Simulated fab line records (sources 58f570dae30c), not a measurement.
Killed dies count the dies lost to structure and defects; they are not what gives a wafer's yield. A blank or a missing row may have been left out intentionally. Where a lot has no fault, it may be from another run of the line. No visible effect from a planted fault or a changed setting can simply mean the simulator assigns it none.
Shared-tool check ; flow berkeley-cmos170 ; Sampled: 15 lots, 45 wafers

== REASON IT WAS OPENED ==
Of 15 lots, 3 have the reading PVT_TW flagged at UCB170_PVT_TW_MEAS_09. Fault-free wafers read 507, with a standard deviation of 8.5.
Rule: flag the lot when none of its wafers has a number, or when each of its wafers that has one lies beyond 4 standard deviations from that mean. As for the other lots, they are considered sound.

lot;measured;on;PVT_TW, wafer by wafer;flag
L914;day 7 05:02;film-metro-01;499 500 500;
L916;day 7 13:58;film-metro-01;501 502 501;
L918;day 7 23:13;film-metro-01;501 500 500;
L917;day 8 00:08;film-metro-01;500 499 500;
L922;day 8 11:40;film-metro-04;524 520 522;
L920;day 8 11:50;film-metro-01;500 500 502;
L921;day 8 12:05;film-metro-04;520 521 520;
L923;day 9 12:05;film-metro-01;623 620 620;FLAGGED
L927;day 9 12:11;film-metro-01;502 503 503;
L926;day 9 12:36;film-metro-02;509 509 510;
L928;day 9 13:24;film-metro-04;643 644 641;FLAGGED
L931;day 10 06:55;film-metro-01;620 620 617;FLAGGED
L937;day 11 01:13;film-metro-02;513 514 514;
L935;day 11 01:35;film-metro-04;520 519 518;
L936;day 11 03:13;film-metro-01;496 497 496;
Average over the flagged lots: 628; offset from the usual +121, equal to +14 standard deviations.

== WHICH TOOL EACH LOT WENT THROUGH ==
The record holds 2 process steps before the reading, out of a route of 331 steps. Read each cell as the tool, then ch plus the chambers that the sampled wafers visited, then the start.
lot;flag;UCB170_PWELL_STRIP_16;UCB170_PVT_IMPLANT_07
L914;;plasma-asher-01 ch 0,1, day 3 11:13;implanter-03 ch 0, day 7 04:49
L916;;plasma-asher-02 ch 0,1, day 4 06:28;implanter-03 ch 0, day 7 13:44
L918;;plasma-asher-02 ch 0,1, day 4 23:13;implanter-04 ch 0, day 7 23:00
L917;;plasma-asher-01 ch 1, day 4 23:25;implanter-04 ch 0, day 7 23:53
L922;;plasma-asher-03 ch 0,1, day 5 09:52;implanter-03 ch 0, day 8 11:26
L920;;plasma-asher-01 ch 0,1, day 5 09:45;implanter-03 ch 0, day 8 11:34
L921;;plasma-asher-01 ch 0,1, day 5 10:11;implanter-03 ch 0, day 8 11:52
L923;FLAGGED;plasma-asher-02 ch 0,1, day 6 06:25;implanter-02 ch 0, day 9 11:26
L927;;plasma-asher-03 ch 0,1, day 6 10:59;implanter-04 ch 0, day 9 11:56
L926;;plasma-asher-02 ch 0,1, day 6 10:53;implanter-03 ch 0, day 9 12:21
L928;FLAGGED;plasma-asher-01 ch 0,1, day 6 10:48;implanter-02 ch 0, day 9 12:50 and implanter-03 ch 0, day 9 13:09
L931;FLAGGED;plasma-asher-02 ch 0,1, day 6 22:02;implanter-03 ch 0, day 10 06:16
L937;;plasma-asher-02 ch 0,1, day 8 04:43;implanter-03 ch 0, day 11 00:59
L935;;plasma-asher-02 ch 0,1, day 7 22:52;implanter-03 ch 0, day 11 01:20
L936;;plasma-asher-03 ch 0,1, day 7 22:28;implanter-03 ch 0, day 11 02:59
These steps, and what they do:
- UCB170_PWELL_STRIP_16: strips in O2.
- UCB170_PVT_IMPLANT_07
- UCB170_PVT_TW_MEAS_09

== FLAGGED OVER TOTAL, TOOL BY TOOL (the gauges that took the reading come last) ==
step;tool;lots run;flagged;share of the flagged lots;sound lots run after its first flagged lot
UCB170_PWELL_STRIP_16;plasma-asher-01;5;1;some;0
UCB170_PWELL_STRIP_16;plasma-asher-02;7;2;some;3 (L926,L935,L937)
UCB170_PWELL_STRIP_16;plasma-asher-03;3;0;none;-
UCB170_PVT_IMPLANT_07;implanter-02;2;2;some;0
UCB170_PVT_IMPLANT_07;implanter-03;11;2;some;3 (L937,L935,L936)
UCB170_PVT_IMPLANT_07;implanter-04;3;0;none;-
UCB170_PVT_TW_MEAS_09;film-metro-01;9;2;some;2 (L927,L936)
UCB170_PVT_TW_MEAS_09;film-metro-02;2;0;none;-
UCB170_PVT_TW_MEAS_09;film-metro-04;4;1;some;1 (L935)

== WHAT THE TABLE PERMITS ==
No row of the table ran every flagged lot.

== WHAT HAD BEEN PUT IN BY THE SIMULATOR ==
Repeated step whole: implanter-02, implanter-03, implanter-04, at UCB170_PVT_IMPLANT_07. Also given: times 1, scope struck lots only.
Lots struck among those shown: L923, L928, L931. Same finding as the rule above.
